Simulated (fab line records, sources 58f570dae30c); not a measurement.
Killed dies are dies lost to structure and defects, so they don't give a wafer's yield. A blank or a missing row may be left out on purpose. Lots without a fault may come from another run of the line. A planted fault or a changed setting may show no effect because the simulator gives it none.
fab line records | flow berkeley_cmos170 | part 1 of 2: steps 1 to 33 of 46
record lots=5 wafers=15 last_day=12
route steps=331 shown PVT@116 GATE@125 FIELD@126 PLDD@145 NLDD@158
lots that met no fault: from a run of the same line without faults
start_h: hours from the record's first day to the start of the lot's first wafer shown | wait_h: hours since the lot's step before | " the same as in the row above | L1.1+2: a row that stands for several wafers | - no value, or no start given | * or withheld: withheld | < > ~ a bound
route shown NAME@n: a module of which the file shows steps, and the number in the route of the first | usual: mean/standard deviation of fault-free wafers | same: alike in all rows | chamber/n: place in a boat | sites: the reading at each site | _std_site: their standard deviation | _edge_site: outer sites' mean less inner sites' | radius_mm: how far each site lies from the wafer's centre | mask NAME#n: copy n | behind: the tool/chamber that last shaped the wafer | hold: why the lot was held/for how many hours/how that ended | device: the transistor (n, p or np) that didn't switch | end of line: the same wafers' tests at the end of the route | a step without rows: its recipe alone | killed: dies lost to structure and defects at the first sort, not the wafer's yield | map: a wafer's dies, x killed, . not, _ none there
set.NAME: the setting as run; set.NAME@STEP: as run at that earlier step | model.NAME: the simulator's own value behind a step, which no gauge read
lots at some steps of the route; a table a step, a row a wafer
services: from which hour (start_h, from the record's first day; less than 0 if before it) a tool's chamber was out of use, for how many hours, and why
## steps
# step UCB170_PVT_COAT_01
# recipe resist=KrF spin_rpm=1500 resist_thk_nm=900
# columns lot.wafer tool chamber start_h wait_h
L079.4+5+6 litho_track-03 0 153.94 0.1
L082.4+5+6 litho_track-03 0 166.84 0.1
L090.1+3+6 litho_track-02 0 218.67 0.1
L092.1+4+6 litho_track-01 0 218.74 0.1
L094.2+4+6 litho_track-01 0 223.30 0.1
# step UCB170_PVT_SOFTBAKE_02
# recipe resist=KrF temp_c=130 time_s=60
# columns lot.wafer tool chamber start_h wait_h
L079.4+5+6 litho_track-03 0 154.09 0.1
L082.4+5+6 litho_track-03 0 166.99 0.1
L090.1+3+6 litho_track-02 0 218.82 0.1
L092.1+4+6 litho_track-01 0 218.89 0.1
L094.2+4+6 litho_track-01 0 223.45 0.1
# step UCB170_PVT_EXPOSE_03
# recipe mask_id=NWELL target_cd_nm=3000 na=0.5 sigma_outer=0.6 source_shape=conventional dose_mj=30
# columns lot.wafer tool chamber start_h wait_h mask
L079.4+5+6 krf_scanner-01 0 154.22 0.1 NWELL#0
L082.4+5+6 krf_scanner-01 0 167.12 0.1 NWELL#0
L090.1+3+6 krf_scanner-02 0 218.97 0.1 NWELL#0
L092.1+4+6 krf_scanner-01 0 219.21 0.3 NWELL#0
L094.2+4+6 krf_scanner-02 0 223.60 0.1 NWELL#0
# step UCB170_PVT_PEB_04
# recipe peb_temp_c=130 peb_time_s=withheld resist=KrF
# columns lot.wafer tool chamber start_h wait_h
L079.4+5+6 litho_track-01 0 154.42 0.2
L082.4+5+6 litho_track-01 0 167.70 0.6
L090.1+3+6 litho_track-01 0 219.49 0.5
L092.1+4+6 litho_track-01 0 219.76 0.5
L094.2+4+6 litho_track-02 0 223.79 0.2
# step UCB170_PVT_DEVELOP_05
# recipe developer=TMAH develop_time_s=45 resist=KrF dev_temp_c=21
# columns lot.wafer tool chamber start_h wait_h
L079.4+5+6 litho_track-01 0 - -
L082.4+5+6 litho_track-01 0 - -
L090.1+3+6 litho_track-01 0 - -
L092.1+4+6 litho_track-01 0 - -
L094.2+4+6 litho_track-02 0 - -
# step UCB170_PVT_OVL_MEAS_06
# usual PVT_OVL=0/5.3
# columns lot.wafer tool chamber start_h wait_h PVT_OVL[nm]
L079.4 overlay-01 - 154.64 - -2
L079.5 " - " " -1
L079.6 " - " " 7
L082.4 overlay-02 - 167.92 - -11
L082.5 " - " " -4
L082.6 " - " " -8
L090.1 overlay-01 - 219.76 - -2
L090.3 " - " " 3
L090.6 " - " " -3
L092.1 overlay-02 - 220.04 - 2
L092.4 " - " " 2
L092.6 " - " " 0
L094.2 overlay-02 - 224.05 - 8
L094.4 " - " " 9
L094.6 " - " " 3
# step UCB170_PVT_IMPLANT_07
# recipe species=P dose_cm2=2e+12 energy_kev=30 tilt_deg=7
# usual beam_on_s=9.98/0.18
# columns lot.wafer tool chamber start_h wait_h beam_on_s
L079.4 implanter-04 0 154.74 0.1 10.23
L079.5 " 0 " " 9.86
L079.6 " 0 " " 9.76
L082.4 implanter-04 0 168.01 0.1 9.80
L082.5 " 0 " " 9.89
L082.6 " 0 " " 9.83
L090.1 implanter-02 0 219.80 0.0 9.86
L090.3 " 0 " " 9.85
L090.6 " 0 " " 10.39
L092.1 implanter-04 0 220.07 0.0 9.88
L092.4 " 0 " " 9.95
L092.6 " 0 " " 9.90
L094.2 implanter-01 0 224.10 0.0 10.31
L094.4 " 0 " " 9.75
L094.6 " 0 " " 9.70
# step UCB170_PVT_STRIP_08
# recipe chemistry=O2 power_w=400 pressure_mtorr=3500 platen_temp_c=withheld o2_flow_sccm=400 overash_fraction=0.5
# usual drypump_motor_current_A=5.9/0.45 oes_product_au=0.735/0.0041 strip_time_to_endpoint_s=21.59/0.053
# columns lot.wafer tool chamber start_h wait_h drypump_motor_current_A oes_product_au rf_hours_counter_h strip_time_to_endpoint_s
L079.4 plasma_asher-02 0 154.84 0.1 6.2 0.733 - 21.58
L079.5 " 0 " " 6.2 0.738 - 21.65
L079.6 " 1 " " 6.3 0.739 - 21.70
L082.4 plasma_asher-04 1 168.12 0.1 5.5 0.730 - 21.62
L082.5 " 1 " " 5.5 0.728 - 21.61
L082.6 " 0 " " 5.5 0.746 - 21.60
L090.1 plasma_asher-03 0 219.95 0.1 5.2 0.736 44 21.64
L090.3 " 0 " " 5.2 0.739 - 21.62
L090.6 " 1 " " 6.4 0.738 - 21.64
L092.1 plasma_asher-02 1 220.22 0.1 6.3 0.733 53 21.51
L092.4 " 1 " " 6.3 0.738 - 21.52
L092.6 " 0 " " 6.2 0.742 - 21.56
L094.2 plasma_asher-02 0 224.23 0.1 6.2 0.735 53 21.48
L094.4 " 1 " " 6.4 0.739 - 21.47
L094.6 " 1 " " 6.4 0.737 - 21.50
# step UCB170_PVT_TW_MEAS_09
# usual PVT_TW=507/5.1
# columns lot.wafer tool chamber start_h wait_h PVT_TW
L079.4 film_metro-02 - 154.94 0.1 505
L079.5 " - " " 501
L079.6 " - " " 504
L082.4 film_metro-02 - 168.22 0.1 503
L082.5 " - " " 502
L082.6 " - " " 499
L090.1 film_metro-02 - 220.10 0.1 502
L090.3 " - " " 501
L090.6 " - " " 502
L092.1 film_metro-04 - 220.32 0.1 509
L092.4 " - " " 509
L092.6 " - " " 510
L094.2 film_metro-03 - 224.34 0.1 511
L094.4 " - " " 515
L094.6 " - " " 511
# step UCB170_GATE_WET_ETCH_00
# recipe chemistry=dHF dilution=25:1 target=SiO2 temp_c=25 time_s=200
# columns lot.wafer tool chamber start_h wait_h
L079.4+5+6 wet_bench-03 3 154.99 0.0
L082.4+5+6 wet_bench-03 3 168.25 0.0
L090.1+3+6 wet_bench-04 3 220.19 0.1
L092.1+4+6 wet_bench-04 2 220.38 0.1
L094.2+4+6 wet_bench-04 1 224.39 0.0
# step UCB170_FIELD_THK_MEAS_91
# recipe reads=SiO2_of_FIELD_OXIDATION_01
# usual FIELD_OXIDE_LEFT_2_THK=353/11
# columns lot.wafer tool chamber start_h wait_h FIELD_OXIDE_LEFT_2_THK[nm]
L079.4 film_metro-02 - 155.13 0.1 356
L079.5 " - " " 348
L079.6 " - " " 353
L082.4 film_metro-04 - 168.35 0.0 375
L082.5 " - " " 376
L082.6 " - " " 373
L090.1 film_metro-02 - 220.25 0.0 358
L090.3 " - " " 364
L090.6 " - " " 359
L092.1 film_metro-02 - 220.45 0.0 361
L092.4 " - " " 359
L092.6 " - " " 353
L094.2 film_metro-02 - 224.46 0.0 354
L094.4 " - " " 357
L094.6 " - " " 367
# step UCB170_GATE_OXIDATION_01
# recipe temp_c=850 ambient=O2 target_thk_a=66 ox_time_s=1800
# columns lot.wafer tool chamber start_h wait_h
L079.4+5+6 furnace-01 0 158.50 3.4
L082.4+5+6 furnace-04 0 171.49 3.1
L090.1+3+6 furnace-02 0 225.23 5.0
L092.1+4+6 furnace-02 0 225.23 4.8
L094.2+4+6 furnace-02 0 225.23 0.8
# step UCB170_GATE_THK_MEAS_02
# recipe reads=SiO2_of_GATE_OXIDATION_01
# usual GATE_OXIDE_THK=6.54/0.17
# columns lot.wafer tool chamber start_h wait_h GATE_OXIDE_THK[nm]
L079.4 film_metro-04 - 160.03 0.0 6.62
L079.5 " - " " 6.69
L079.6 " - " " 6.56
L082.4 film_metro-04 - 173.02 0.0 6.72
L082.5 " - " " 6.71
L082.6 " - " " 6.62
L090.1 film_metro-01 - 226.73 0.0 6.59
L090.3 " - " " 6.58
L090.6 " - " " 6.62
L092.1 film_metro-04 - 226.73 0.0 6.70
L092.4 " - " " 6.62
L092.6 " - " " 6.67
L094.2 film_metro-02 - 226.80 0.1 6.52
L094.4 " - " " 6.62
L094.6 " - " " 6.56
# step UCB170_GATE_ANNEAL_03
# recipe temp_c=900 time_s=1800 ambient=N2
# columns lot.wafer tool chamber start_h wait_h
L079.4+5+6 furnace-02 0 165.00 5.0
L082.4+5+6 furnace-02 0 173.35 0.3
L090.1+3+6 furnace-01 0 230.22 3.5
L092.1+4+6 furnace-01 0 230.22 3.5
L094.2+4+6 furnace-01 0 230.22 3.4
# step UCB170_GATE_CVD_04
# recipe material=poly-Si temp_c=610 precursor=SiH4 time_s=1440 pressure_mtorr=375 target_thk_nm=214 sih4_flow_sccm=120
# columns lot.wafer tool chamber start_h wait_h
L079.4+5+6 lpcvd-02 0 166.50 0.0
L082.4+5+6 lpcvd-01 1 174.85 0.0
L090.1+3+6 lpcvd-02 1 231.72 0.0
L092.1+4+6 lpcvd-02 0 231.72 0.0
L094.2+4+6 lpcvd-02 0 231.72 0.0
# step UCB170_GATE_THK_MEAS_05
# recipe reads=poly-Si_of_GATE_CVD_04
# usual GATE_POLY_THK=214.1/2.1
# columns lot.wafer tool chamber start_h wait_h GATE_POLY_THK[nm]
L079.4 film_metro-01 - 168.63 0.0 217.7
L079.5 " - " " 215.7
L079.6 " - " " 216.0
L082.4 film_metro-04 - 176.28 0.0 213.2
L082.5 " - " " 214.2
L082.6 " - " " 211.2
L090.1 film_metro-01 - 233.12 0.0 213.3
L090.3 " - " " 215.1
L090.6 " - " " 212.3
L094.2 film_metro-02 - 233.13 0.0 215.0
L094.4 " - " " 216.6
L094.6 " - " " 214.9
L092.1 film_metro-02 - 233.18 0.1 216.5
L092.4 " - " " 217.6
L092.6 " - " " 214.8
# step UCB170_GATE_COAT_06
# recipe resist=BARC temp_c=withheld time_s=withheld spin_rpm=3000 resist_thk_nm=withheld
# columns lot.wafer tool chamber start_h wait_h
L079.4+5+6 litho_track-03 0 168.74 0.1
L082.4+5+6 litho_track-04 0 177.17 0.9
L090.1+3+6 litho_track-04 0 233.48 0.3
L094.2+4+6 litho_track-03 0 233.50 0.4
L092.1+4+6 litho_track-04 0 233.93 0.7
# step UCB170_GATE_COAT_07
# recipe resist=KrF spin_rpm=1500 resist_thk_nm=900
# columns lot.wafer tool chamber start_h wait_h
L079.4+5+6 litho_track-03 0 - -
L082.4+5+6 litho_track-04 0 - -
L090.1+3+6 litho_track-04 0 - -
L094.2+4+6 litho_track-03 0 - -
L092.1+4+6 litho_track-04 0 - -
# step UCB170_GATE_SOFTBAKE_08
# recipe resist=KrF temp_c=130 time_s=61.06
# usual plate_sensor_t_centre_C=131.41/0.01 plate_sensor_t_edge_C=131.53/0.01
# columns lot.wafer tool chamber start_h wait_h plate_sensor_t_centre_C plate_sensor_t_edge_C
L079.4 litho_track-03 0 - - 131.42 131.53
L079.5 " 0 " " 131.41 131.52
L079.6 " 0 " " 131.39 131.53
L082.4 litho_track-04 0 - - 131.4 131.55
L082.5 " 0 " " 131.4 131.52
L082.6 " 0 " " 131.4 131.55
L090.1 litho_track-04 0 - - 131.41 131.53
L090.3 " 0 " " 131.4 131.52
L090.6 " 0 " " 131.4 131.53
L094.2 litho_track-03 0 - - 131.42 131.53
L094.4 " 0 " " 131.41 131.53
L094.6 " 0 " " 131.41 131.53
L092.1 litho_track-04 0 - - 131.42 131.55
L092.4 " 0 " " 131.42 131.53
L092.6 " 0 " " 131.41 131.51
# step UCB170_GATE_EXPOSE_09
# recipe mask_id=POLY target_cd_nm=350 na=0.5 sigma_outer=0.6 source_shape=conventional dose_mj=21
# columns lot.wafer tool chamber start_h wait_h mask
L079.4+5+6 krf_scanner-02 0 169.17 - POLY#0
L082.4+5+6 krf_scanner-02 0 177.60 - POLY#0
L094.2+4+6 krf_scanner-02 0 234.07 - POLY#0
L090.1+3+6 krf_scanner-01 0 234.40 - POLY#0
L092.1+4+6 krf_scanner-02 0 234.88 - POLY#0
# step UCB170_GATE_PEB_10
# recipe peb_temp_c=130 peb_time_s=withheld resist=KrF
# columns lot.wafer tool chamber start_h wait_h
L079.4+5+6 litho_track-03 0 169.30 0.1
L082.4+5+6 litho_track-03 0 178.62 1.0
L094.2+4+6 litho_track-03 0 234.95 0.9
L090.1+3+6 litho_track-02 0 235.15 0.7
L092.1+4+6 litho_track-02 0 235.43 0.5
# step UCB170_GATE_DEVELOP_11
# recipe developer=TMAH develop_time_s=45 resist=KrF dev_temp_c=21
# columns lot.wafer tool chamber start_h wait_h
L079.4+5+6 litho_track-03 0 - -
L082.4+5+6 litho_track-03 0 - -
L094.2+4+6 litho_track-03 0 - -
L090.1+3+6 litho_track-02 0 - -
L092.1+4+6 litho_track-02 0 - -
# step UCB170_GATE_CD_MEAS_12
# recipe target_cd_nm=350
# usual cd_nm=350.1/1.8
# columns lot.wafer tool chamber start_h wait_h cd_nm
L079.4 cd_sem-02 - 169.56 - 348.2
L079.5 " - " " 349.5
L079.6 " - " " 348.3
L082.4 cd_sem-01 - 178.88 - 352.9
L082.5 " - " " 350.9
L082.6 " - " " 353.7
L094.2 cd_sem-01 - 235.22 - 351.7
L094.4 " - " " 351.1
L094.6 " - " " 351.1
L090.1 cd_sem-02 - 235.43 - 347.5
L090.3 " - " " 347.4
L090.6 " - " " 348.3
L092.1 cd_sem-02 - 235.70 - 349.1
L092.4 " - " " 348.3
L092.6 " - " " 349.1
# step UCB170_GATE_OVL_MEAS_13
# usual GATE_OVL=4/5.3
# columns lot.wafer tool chamber start_h wait_h GATE_OVL[nm]
L079.4 overlay-01 - 169.64 0.1 9
L079.5 " - " " 9
L079.6 " - " " -2
L082.4 overlay-01 - 178.96 0.1 7
L082.5 " - " " -6
L082.6 " - " " -4
L094.2 overlay-01 - 235.33 0.1 8
L094.4 " - " " 4
L094.6 " - " " 6
L090.1 overlay-02 - 235.55 0.1 0
L090.3 " - " " 5
L090.6 " - " " 5
L092.1 overlay-01 - 235.82 0.1 9
L092.4 " - " " 6
L092.6 " - " " 8
# step UCB170_GATE_ETCH_14
# recipe chemistry=N2/H2 target_depth_a=withheld overetch_a=withheld target=BARC time_s=withheld source_w=500 bias_w=100 pressure_mtorr=30 n2_flow_sccm=100 h2_flow_sccm=200
# usual drypump_motor_current_A=5.8/0.51 oes_product_au=1.000/0.02 rf_fwd_power_W=495.4/1.5 throttle_valve_pct=13.26/0.21
# columns lot.wafer tool chamber start_h wait_h drypump_motor_current_A oes_product_au rf_fwd_power_W throttle_valve_pct
L079.4 rie_diel-01 0 169.68 0.0 5.4 1.011 496.3 12.98
L079.5 " 2 " " 6.4 1.033 492.6 13.09
L079.6 " 3 " " 6.3 1.009 493.2 13.42
L082.4 rie_diel-04 2 178.98 0.0 4.9 0.991 494.3 13.01
L082.5 " 2 " " 4.9 0.995 494.4 13.02
L082.6 " 1 " " 6.3 0.989 495.2 13.62
L094.2 rie_diel-04 2 235.36 0.0 4.9 0.997 497.4 13.00
L094.4 " 3 " " 6.0 0.988 494.0 12.95
L094.6 " 0 " " 6.0 0.973 497.4 13.40
L090.1 rie_diel-02 1 235.59 0.0 4.9 1.000 497.5 13.50
L090.3 " 2 " " 6.3 1.043 497.5 13.32
L090.6 " 3 " " 6.0 1.005 495.9 13.29
L092.1 rie_diel-02 3 235.86 0.0 6.0 1.005 494.0 13.29
L092.4 " 0 " " 5.6 0.981 493.4 13.14
L092.6 " 0 " " 5.6 0.972 494.2 13.13
# step UCB170_GATE_ETCH_15
# recipe chemistry=HBr/Cl2 target=poly-Si stop_on=SiO2 over_etch_frac=0.3 icp_w=300 bias_w=150 time_s=56.3 pressure_mtorr=15 HBr_flow_sccm=150 Cl2_flow_sccm=50 target_depth_a=2782
# usual drypump_motor_current_A=5.7/0.32 oes_product_au=0.825/0.013 rf_fwd_power_W=297.1/1.2 throttle_valve_pct=26.38/0.27
# columns lot.wafer tool chamber start_h wait_h drypump_motor_current_A oes_product_au rf_fwd_power_W rf_hours_counter_h throttle_valve_pct
L079.4 rie_si-02 3 169.70 - 5.7 0.819 296.3 2 25.80
L079.5 " 3 " " 5.7 0.813 297.3 - 25.82
L079.6 " 0 " " 5.6 0.854 295.8 - 26.50
L082.4 rie_si-01 0 179.02 - 6.0 0.835 297.0 35 26.33
L082.5 " 3 " " 6.2 0.824 298.5 - 26.69
L082.6 " 2 " " 5.4 0.815 299.7 - 26.37
L094.2 rie_si-02 3 235.40 - 5.7 0.815 294.8 2 25.81
L094.4 " 1 " " 5.6 0.839 298.5 21 26.29
L094.6 " 0 " " 5.6 0.842 295.0 - 26.50
L090.1 rie_si-01 2 235.63 - 5.4 0.819 298.6 0 26.39
L090.3 " 1 " " 6.0 0.816 296.7 2 26.68
L090.6 " 0 " " 6.1 0.837 294.7 - 26.34
L092.1 rie_si-02 3 235.90 - 5.7 0.810 297.4 2 25.81
L092.4 " 1 " " 5.6 0.851 298.6 21 26.30
L092.6 " 2 " " 5.1 0.822 298.6 - 26.46
# step UCB170_GATE_STRIP_16
# recipe chemistry=O2 power_w=400 pressure_mtorr=3500 platen_temp_c=withheld o2_flow_sccm=400 overash_fraction=0.5
# usual drypump_motor_current_A=5.9/0.35 oes_product_au=0.724/0.0051
# columns lot.wafer tool chamber start_h wait_h drypump_motor_current_A oes_product_au rf_hours_counter_h
L079.4 plasma_asher-04 1 169.78 0.1 5.5 0.715 -
L079.5 " 0 " " 5.6 0.721 -
L079.6 " 1 " " 5.5 0.719 -
L082.4 plasma_asher-04 1 179.10 0.1 5.5 0.726 -
L082.5 " 0 " " 5.6 0.724 -
L082.6 " 1 " " 5.5 0.726 -
L094.2 plasma_asher-04 1 235.45 0.0 5.5 0.727 52
L094.4 " 0 " " 5.5 0.722 -
L094.6 " 0 " " 5.6 0.717 -
L090.1 plasma_asher-02 1 235.68 0.0 6.4 0.727 55
L090.3 " 0 " " 6.1 0.720 -
L090.6 " 0 " " 6.1 0.720 -
L092.1 plasma_asher-02 1 235.95 0.0 6.3 0.726 55
L092.4 " 0 " " 6.1 0.724 -
L092.6 " 1 " " 6.3 0.708 -
# step UCB170_GATE_CD_MEAS_90
# recipe target_cd_nm=350
# usual cd_nm=350.2/1.9
# columns lot.wafer tool chamber start_h wait_h cd_nm
L079.4 cd_sem-02 - 169.91 0.1 348.0
L079.5 " - " " 348.9
L079.6 " - " " 349.2
L082.4 cd_sem-02 - 179.23 0.1 353.0
L082.5 " - " " 350.8
L082.6 " - " " 352.8
L094.2 cd_sem-02 - 235.57 0.1 350.9
L094.4 " - " " 352.0
L094.6 " - " " 351.0
L090.1 cd_sem-01 - 235.89 0.2 348.0
L090.3 " - " " 346.9
L090.6 " - " " 348.8
L092.1 cd_sem-02 - 236.06 0.1 349.8
L092.4 " - " " 349.6
L092.6 " - " " 349.9
# step UCB170_GATE_CLEAN_17
# recipe chemistry=SPM temp_c=120 time_s=600
# columns lot.wafer tool chamber start_h wait_h
L079.4+5+6 wet_bench-04 3 170.12 0.2
L082.4+5+6 wet_bench-03 2 179.29 0.0
L090.1+3+6 wet_bench-04 0 236.77 0.9
L094.2+4+6 wet_bench-04 1 236.77 1.2
L092.1+4+6 wet_bench-04 2 236.94 0.9
# step UCB170_PLDD_HMDS_00
# recipe prime_time_s=60 prime_temp_c=100
# columns lot.wafer tool chamber start_h wait_h
L079.4+5+6 litho_track-02 0 170.37 0.1
L082.4+5+6 litho_track-04 0 179.87 0.4
L094.2+4+6 litho_track-04 0 236.97 0.0
L090.1+3+6 litho_track-04 0 237.39 0.5
L092.1+4+6 litho_track-02 0 237.83 0.7
# step UCB170_PLDD_COAT_01
# recipe resist=KrF spin_rpm=1500 resist_thk_nm=905.2
# columns lot.wafer tool chamber start_h wait_h
L079.4+5+6 litho_track-02 0 170.52 0.1
L082.4+5+6 litho_track-04 0 180.02 0.1
L094.2+4+6 litho_track-04 0 237.12 0.1
L090.1+3+6 litho_track-04 0 237.54 0.1
L092.1+4+6 litho_track-02 0 237.98 0.1
# step UCB170_PLDD_SOFTBAKE_02
# recipe resist=KrF temp_c=130 time_s=60
# columns lot.wafer tool chamber start_h wait_h
L079.4+5+6 litho_track-02 0 170.67 0.1
L082.4+5+6 litho_track-04 0 180.17 0.1
L094.2+4+6 litho_track-04 0 237.27 0.1
L090.1+3+6 litho_track-04 0 237.69 0.1
L092.1+4+6 litho_track-02 0 238.13 0.1
# step UCB170_PLDD_EXPOSE_03
# recipe mask_id=PSELECT na=0.5 sigma_outer=0.6 source_shape=conventional target_cd_nm=1200 dose_mj=30
# columns lot.wafer tool chamber start_h wait_h mask
L079.4+5+6 krf_scanner-01 0 170.80 0.1 PSELECT#0
L082.4+5+6 krf_scanner-01 0 180.30 0.1 PSELECT#0
L094.2+4+6 krf_scanner-02 0 237.56 0.3 PSELECT#0
L090.1+3+6 krf_scanner-02 0 238.20 0.5 PSELECT#0
L092.1+4+6 krf_scanner-01 0 238.56 0.4 PSELECT#0
